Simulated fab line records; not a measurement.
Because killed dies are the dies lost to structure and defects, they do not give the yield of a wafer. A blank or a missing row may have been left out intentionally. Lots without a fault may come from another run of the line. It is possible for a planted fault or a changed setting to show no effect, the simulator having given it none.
Which tool did it? :: flow berkeley_cmos170 :: Sampling: 15 lots, 45 wafers, 5 of 331 route steps

## WHAT THE GAUGES READ, wafer by wafer
UCB170_V1_OVL_MEAS_13. Usual: V1_OVL 1 nm, standard deviation 5.2.
lot: L834
measured: day 7 09:23
on: overlay-01
V1_OVL (nm): -5 -4 1
flag: 

lot: L832
measured: day 7 09:50
on: overlay-02
V1_OVL (nm): 5 12 11
flag: 

lot: L833
measured: day 7 10:06
on: overlay-02
V1_OVL (nm): -1 2 -1
flag: 

lot: L836
measured: day 7 17:38
on: overlay-01
V1_OVL (nm): -4 3 -5
flag: 

lot: L835
measured: day 7 17:52
on: overlay-02
V1_OVL (nm): 2 5 1
flag: 

lot: L839
measured: day 9 00:07
on: overlay-02
V1_OVL (nm): -7 -5 10
flag: 

lot: L841
measured: day 9 14:21
on: overlay-01
V1_OVL (nm): 8 8 0
flag: 

lot: L840
measured: day 9 14:37
on: overlay-02
V1_OVL (nm): -7 -2 -5
flag: 

lot: L844
measured: day 10 03:17
on: overlay-01
V1_OVL (nm): 3 -5 4
flag: 

lot: L850
measured: day 11 14:26
on: overlay-02
V1_OVL (nm): -3 -5 -5
flag: 

lot: L851
measured: day 11 14:39
on: overlay-02
V1_OVL (nm): 1 6 -2
flag: 

lot: L852
measured: day 11 21:05
on: overlay-01
V1_OVL (nm): -4 0 -2
flag: 

lot: L853
measured: day 11 21:16
on: overlay-01
V1_OVL (nm): 5 8 0
flag: 

lot: L854
measured: day 12 16:10
on: overlay-02
V1_OVL (nm): 1 8 6
flag: 

lot: L855
measured: day 12 17:01
on: overlay-02
V1_OVL (nm): 2 5 0
flag: 

UCB170_V2_THK_MEAS_01. Usual: V2_TEOS_THK 1987 nm, standard deviation 27.
lot: L834
measured: day 7 13:08
on: film_metro-02
V2_TEOS_THK (nm): 1982 2005 1948
flag: 

lot: L832
measured: day 7 13:44
on: film_metro-04
V2_TEOS_THK (nm): 1958 1982 1968
flag: 

lot: L833
measured: day 7 14:11
on: film_metro-04
V2_TEOS_THK (nm): 1968 2028 1973
flag: 

lot: L836
measured: day 7 20:44
on: film_metro-03
V2_TEOS_THK (nm): 1992 1998 1967
flag: 

lot: L835
measured: day 7 20:59
on: film_metro-04
V2_TEOS_THK (nm): 2016 2006 2024
flag: 

lot: L839
measured: day 9 03:28
on: film_metro-04
V2_TEOS_THK (nm): 1932 1547 1985
flag: OFF

lot: L841
measured: day 9 17:28
on: film_metro-02
V2_TEOS_THK (nm): 1948 1558 1962
flag: OFF

lot: L840
measured: day 9 17:53
on: film_metro-04
V2_TEOS_THK (nm): 1987 1943 1959
flag: 

lot: L844
measured: day 10 06:25
on: film_metro-02
V2_TEOS_THK (nm): 1951 1587 1995
flag: OFF

lot: L850
measured: day 11 17:55
on: film_metro-03
V2_TEOS_THK (nm): 1975 1952 1962
flag: 

lot: L851
measured: day 11 17:59
on: film_metro-04
V2_TEOS_THK (nm): 1986 1989 1998
flag: 

lot: L852
measured: day 12 00:29
on: film_metro-02
V2_TEOS_THK (nm): 1945 1986 1956
flag: 

lot: L853
measured: day 12 03:04
on: film_metro-02
V2_TEOS_THK (nm): 2007 1977 1990
flag: 

lot: L854
measured: day 12 19:47
on: film_metro-02
V2_TEOS_THK (nm): 1965 2012 2021
flag: 

lot: L855
measured: day 12 20:44
on: film_metro-04
V2_TEOS_THK (nm): 1974 1983 2004
flag: 

UCB170_M3_THK_MEAS_03: measures by xrf. Usual: M3_AL_THK 896 nm, standard deviation 11.
lot: L834
measured: day 7 15:38
on: film_metro-02
M3_AL_THK (nm): 904 898 901
flag: 

lot: L832
measured: day 7 16:14
on: film_metro-02
M3_AL_THK (nm): 887 899 888
flag: 

lot: L833
measured: day 7 16:41
on: film_metro-04
M3_AL_THK (nm): 893 885 896
flag: 

lot: L836
measured: day 7 23:08
on: film_metro-01
M3_AL_THK (nm): 875 874 872
flag: 

lot: L835
measured: day 7 23:29
on: film_metro-02
M3_AL_THK (nm): 889 892 891
flag: 

lot: L839
measured: day 9 05:59
on: film_metro-04
M3_AL_THK (nm): 897 907 903
flag: 

lot: L841
measured: day 9 20:28
on: film_metro-04
M3_AL_THK (nm): 895 894 897
flag: 

lot: L840
measured: day 9 20:53
on: film_metro-02
M3_AL_THK (nm): 905 901 894
flag: 

lot: L844
measured: day 10 09:39
on: film_metro-02
M3_AL_THK (nm): 882 877 879
flag: 

lot: L850
measured: day 11 20:35
on: film_metro-04
M3_AL_THK (nm): 885 871 890
flag: 

lot: L851
measured: day 11 20:52
on: film_metro-04
M3_AL_THK (nm): 885 887 892
flag: 

lot: L852
measured: day 12 03:32
on: film_metro-02
M3_AL_THK (nm): 900 898 889
flag: 

lot: L853
measured: day 12 06:41
on: film_metro-04
M3_AL_THK (nm): 919 901 916
flag: 

lot: L854
measured: day 12 23:16
on: film_metro-01
M3_AL_THK (nm): 893 899 891
flag: 

lot: L855
measured: day 13 00:14
on: film_metro-01
M3_AL_THK (nm): 890 899 895
flag: 

## WHICH TOOL RAN EACH LOT (tool, then ch and the chambers of the sampled wafers, then the start)
lot: L834
UCB170_V2_CVD_00: pecvd-02 ch 0,1,2, day 7 13:01
UCB170_M3_SPUTTER_01: pvd_sputter-01, day 7 15:24

lot: L832
UCB170_V2_CVD_00: pecvd-03 ch 0,2, day 7 13:29
UCB170_M3_SPUTTER_01: pvd_sputter-04, day 7 16:02

lot: L833
UCB170_V2_CVD_00: pecvd-04 ch 0,1,2, day 7 14:01
UCB170_M3_SPUTTER_01: pvd_sputter-01, day 7 16:29

lot: L836
UCB170_V2_CVD_00: pecvd-03 ch 0,1,2, day 7 20:38
UCB170_M3_SPUTTER_01: pvd_sputter-02, day 7 22:54

lot: L835
UCB170_V2_CVD_00: pecvd-04 ch 0,1, day 7 20:49
UCB170_M3_SPUTTER_01: pvd_sputter-04, day 7 23:16

lot: L839
UCB170_V2_CVD_00: pecvd-03 ch 0,1,2, day 9 03:19
UCB170_M3_SPUTTER_01: pvd_sputter-02, day 9 05:47

lot: L841
UCB170_V2_CVD_00: pecvd-03 ch 0,1,2, day 9 17:17
UCB170_M3_SPUTTER_01: pvd_sputter-04, day 9 20:15

lot: L840
UCB170_V2_CVD_00: pecvd-02 ch 0,1,2, day 9 17:44
UCB170_M3_SPUTTER_01: pvd_sputter-02, day 9 20:41

lot: L844
UCB170_V2_CVD_00: pecvd-03 ch 0,1,2, day 10 06:16
UCB170_M3_SPUTTER_01: pvd_sputter-04, day 10 09:25

lot: L850
UCB170_V2_CVD_00: pecvd-02 ch 1,2, day 11 17:41
UCB170_M3_SPUTTER_01: pvd_sputter-02, day 11 20:23

lot: L851
UCB170_V2_CVD_00: pecvd-04 ch 0,1,2, day 11 17:49
UCB170_M3_SPUTTER_01: pvd_sputter-04, day 11 20:39

lot: L852
UCB170_V2_CVD_00: pecvd-02 ch 1,2, day 12 00:20
UCB170_M3_SPUTTER_01: pvd_sputter-04, day 12 03:20

lot: L853
UCB170_V2_CVD_00: pecvd-04 ch 0,1, day 12 02:55
UCB170_M3_SPUTTER_01: pvd_sputter-02, day 12 06:29

lot: L854
UCB170_V2_CVD_00: pecvd-02 ch 1,2, day 12 19:38
UCB170_M3_SPUTTER_01: pvd_sputter-02, day 12 23:04

lot: L855
UCB170_V2_CVD_00: pecvd-02 ch 0,1, day 12 20:35
UCB170_M3_SPUTTER_01: pvd_sputter-02, day 13 00:02
- UCB170_V2_CVD_00: deposits SiO2 from TEOS/O2, target thk 2000 nm, time 250 s.
- UCB170_M3_SPUTTER_01: material Al, target thk 900 nm, time 120 s.

## AS READ BY THE TOOLS THEMSELVES (means over the sampled wafers that have a number; for cases with no such wafer, the mark the record gives instead)
UCB170_V2_CVD_00. Usual: heater_power_w 231 W, standard deviation 63.
lot: L834
tool: pecvd-02
heater_power_w (W): 203
flag: 

lot: L832
tool: pecvd-03
heater_power_w (W): 193
flag: 

lot: L833
tool: pecvd-04
heater_power_w (W): 215
flag: 

lot: L836
tool: pecvd-03
heater_power_w (W): 192
flag: 

lot: L835
tool: pecvd-04
heater_power_w (W): 212
flag: 

lot: L839
tool: pecvd-03
heater_power_w (W): 223
flag: 

lot: L841
tool: pecvd-03
heater_power_w (W): 247
flag: 

lot: L840
tool: pecvd-02
heater_power_w (W): 237
flag: 

lot: L844
tool: pecvd-03
heater_power_w (W): 216
flag: 

lot: L850
tool: pecvd-02
heater_power_w (W): 189
flag: 

lot: L851
tool: pecvd-04
heater_power_w (W): 198
flag: 

lot: L852
tool: pecvd-02
heater_power_w (W): 195
flag: 

lot: L853
tool: pecvd-04
heater_power_w (W): 200
flag: 

lot: L854
tool: pecvd-02
heater_power_w (W): 221
flag: 

lot: L855
tool: pecvd-02
heater_power_w (W): 294
flag: 

UCB170_M3_SPUTTER_01. Usual: throttle_valve_pct 30.4 %, standard deviation 1.2.
lot: L834
tool: pvd_sputter-01
throttle_valve_pct (%): 30.3
flag: 

lot: L832
tool: pvd_sputter-04
throttle_valve_pct (%): 30.2
flag: 

lot: L833
tool: pvd_sputter-01
throttle_valve_pct (%): 30.0
flag: 

lot: L836
tool: pvd_sputter-02
throttle_valve_pct (%): 31.2
flag: 

lot: L835
tool: pvd_sputter-04
throttle_valve_pct (%): 29.6
flag: 

lot: L839
tool: pvd_sputter-02
throttle_valve_pct (%): 28.9
flag: 

lot: L841
tool: pvd_sputter-04
throttle_valve_pct (%): 30.0
flag: 

lot: L840
tool: pvd_sputter-02
throttle_valve_pct (%): 29.5
flag: 

lot: L844
tool: pvd_sputter-04
throttle_valve_pct (%): 30.9
flag: 

lot: L850
tool: pvd_sputter-02
throttle_valve_pct (%): 28.9
flag: 

lot: L851
tool: pvd_sputter-04
throttle_valve_pct (%): 30.6
flag: 

lot: L852
tool: pvd_sputter-04
throttle_valve_pct (%): 30.1
flag: 

lot: L853
tool: pvd_sputter-02
throttle_valve_pct (%): 29.0
flag: 

lot: L854
tool: pvd_sputter-02
throttle_valve_pct (%): 30.9
flag: 

lot: L855
tool: pvd_sputter-02
throttle_valve_pct (%): 31.0
flag: 

## THE ANSWER, worked out from the rows above alone
Rule: a lot counts as off when the mean over its wafers that have a number is more than 3 standard deviations away from the usual mean. Also off: a lot with no number at a reading for which 4 or more lots have one. The other lots that the step has rows for count as sound. Order of review: gauges by route order, followed by the tools' own readings, for which a lot's mean as printed above is used. The first step at which some lot is off is used, and at that step the reading that is off furthest; a lot without a number counts as furthest.
Off: at UCB170_V2_THK_MEAS_01 (V2_TEOS_THK), L839, L841, L844.
A tool fits if, at a process step before that reading, it ran every lot that is off, and no sound lot after the first of them. Gauges at UCB170_V2_THK_MEAS_01: tried the same way as those tools. One fits: pecvd-03 at UCB170_V2_CVD_00. Its last sound lot is L836 (day 7 20:38), its first lot that is off L839 (day 9 03:19): a fault that began between those two fits.

## WHAT THE SIMULATOR HAD INSERTED
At UCB170_V2_CVD_00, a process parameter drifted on pecvd-03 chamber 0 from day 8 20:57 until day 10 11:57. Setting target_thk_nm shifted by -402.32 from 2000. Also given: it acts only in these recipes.
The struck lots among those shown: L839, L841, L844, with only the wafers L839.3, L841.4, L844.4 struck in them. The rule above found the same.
